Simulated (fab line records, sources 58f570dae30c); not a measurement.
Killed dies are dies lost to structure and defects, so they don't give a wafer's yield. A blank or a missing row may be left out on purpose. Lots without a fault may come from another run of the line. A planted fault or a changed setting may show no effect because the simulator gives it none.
Split-lot experiment | flow berkeley_cmos170 | 5 lots, 23 wafers read, on a route of 331 steps

THE SPLIT
At UCB170_NSD_COAT_01 (resist thk 900 nm), the setting resist_thk_nm was moved away from the recipe's 900 nm on 11 of the 23 wafers read, by -4.9% to +5.6%. The other wafers ran this setting at the recipe's value.

The reading is taken at the split's own step.

THE READING
KrF_of_NSD_COAT_01.thk_nm (the simulator's own value, which no gauge read), in nm, at UCB170_NSD_COAT_01 (resist thk 900 nm). The file gives no usual value for it. The 12 wafers here that ran the recipe average 898.5 nm, standard deviation 2.5 nm.

wafer  | tool, chamber at the split | resist_thk_nm as run, nm | against the recipe | KrF_of_NSD_COAT_01.thk_nm, nm | against lot-mates on the recipe
L074.1 | litho_track-03, 0          | 856.2                    | -4.9%              | 852.2                         | -45.1
L074.3 | litho_track-03, 0          | 856.2                    | -4.9%              | 856.6                         | -40.8
L074.4 | litho_track-03, 0          | 856.2                    | -4.9%              | 858.3                         | -39.1
L074.5 | litho_track-03, 0          | 900                      | recipe             | 895.7                         | -
L074.6 | litho_track-03, 0          | 900                      | recipe             | 899                           | -
L077.1 | litho_track-04, 0          | 900                      | recipe             | 898.5                         | -
L077.2 | litho_track-04, 0          | 900                      | recipe             | 898.2                         | -
L077.3 | litho_track-04, 0          | 859.4                    | -4.5%              | 857.7                         | -41.5
L077.4 | litho_track-04, 0          | 859.4                    | -4.5%              | 856.5                         | -42.7
L077.6 | litho_track-04, 0          | 900                      | recipe             | 900.9                         | -
L078.1 | litho_track-03, 0          | 917.1                    | +1.9%              | 914.2                         | +19.9
L078.3 | litho_track-03, 0          | 917.1                    | +1.9%              | 913.3                         | +19.0
L078.4 | litho_track-03, 0          | 900                      | recipe             | 893.2                         | -
L078.5 | litho_track-03, 0          | 900                      | recipe             | 895.4                         | -
L078.6 | litho_track-03, 0          | 917.1                    | +1.9%              | 911.5                         | +17.2
L084.1 | litho_track-04, 0          | 900                      | recipe             | 898.8                         | -
L084.2 | litho_track-04, 0          | 900                      | recipe             | 898.7                         | -
L084.3 | litho_track-04, 0          | 950.2                    | +5.6%              | 949.5                         | +50.8
L084.4 | litho_track-04, 0          | 950.2                    | +5.6%              | 948.9                         | +50.1
L084.5 | litho_track-04, 0          | 950.2                    | +5.6%              | 948.1                         | +49.4
L085.1 | litho_track-03, 0          | 900                      | recipe             | 901.2                         | -
L085.3 | litho_track-03, 0          | 900                      | recipe             | 901.3                         | -
L085.4 | litho_track-03, 0          | 900                      | recipe             | 901.3                         | -

THE FIT
A straight line over all 23 wafers: KrF_of_NSD_COAT_01.thk_nm changes by +8.91 nm for each +1% of resist_thk_nm; r = +1.00; the points scatter about the line by 2.4 nm.
The same after taking each lot's own level away (the mean of its wafers on the recipe; 23 wafers): +8.95 nm for each +1%; r = +1.00; scatter 1.7 nm.
On that fit, the largest move of resist_thk_nm shifts the reading by 50 nm.
The lots' own levels span 894.30 to 901.27 nm, that is 2.8 times the standard deviation above.
So the lot-to-lot level changes the slope little: the two slopes agree.
Check: with one of the wafers moved furthest among these (+5.6%) left out of the fit, the line predicts +50.2 nm for it against its lot-mates. It came out at +50.8 nm against them.

OTHER SPLITS ON THESE WAFERS
These wafers also went through other splits before the reading. Each is held against what the fit with the lots' levels taken away leaves over:
other split on the same wafers         | wafers away from the commonest value | r with KrF_of_NSD_COAT_01.thk_nm (lot level and that fit taken away)
UCB170_ZERO_STRIP_07 o2_flow_sccm      | 5                                    | +0.02
UCB170_PWELL_CVD_05 time_s             | 15                                   | +0.29
UCB170_PWELL_DEVELOP_12 dev_temp_c     | 11                                   | -0.55
UCB170_WELLDRIVE_OXIDATION_01 temp_c   | 10                                   | +0.13
UCB170_ACTIVE_CVD_05 sih2cl2_flow_sccm | 15                                   | +0.04
UCB170_PFIELD_IMPLANT_07 energy_kev    | 8                                    | -0.15
UCB170_SACOX_OXIDATION_01 ox_time_s    | 10                                   | +0.04
UCB170_NLDD_IMPLANT_09 dose_cm2        | 9                                    | +0.08

THE WHOLE CHAIN: every reading that the file lists as answering this split, in the file's order
step                | what it does      | reading                                                                    | change (the file's fit)              | r (the file's)
UCB170_NSD_COAT_01  | resist thk 900 nm | KrF_of_NSD_COAT_01.thk_nm (the simulator's own value, which no gauge read) | +8.98 nm for each +1% of the setting | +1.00
UCB170_NSD_STRIP_09 | strips in O2      | strip_time_to_endpoint_s                                                   | withheld for each +1% of the setting | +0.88

THE FILE'S OWN FIT
KrF_of_NSD_COAT_01.thk_nm changes by +8.98 nm for each +1% of resist_thk_nm, r = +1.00.
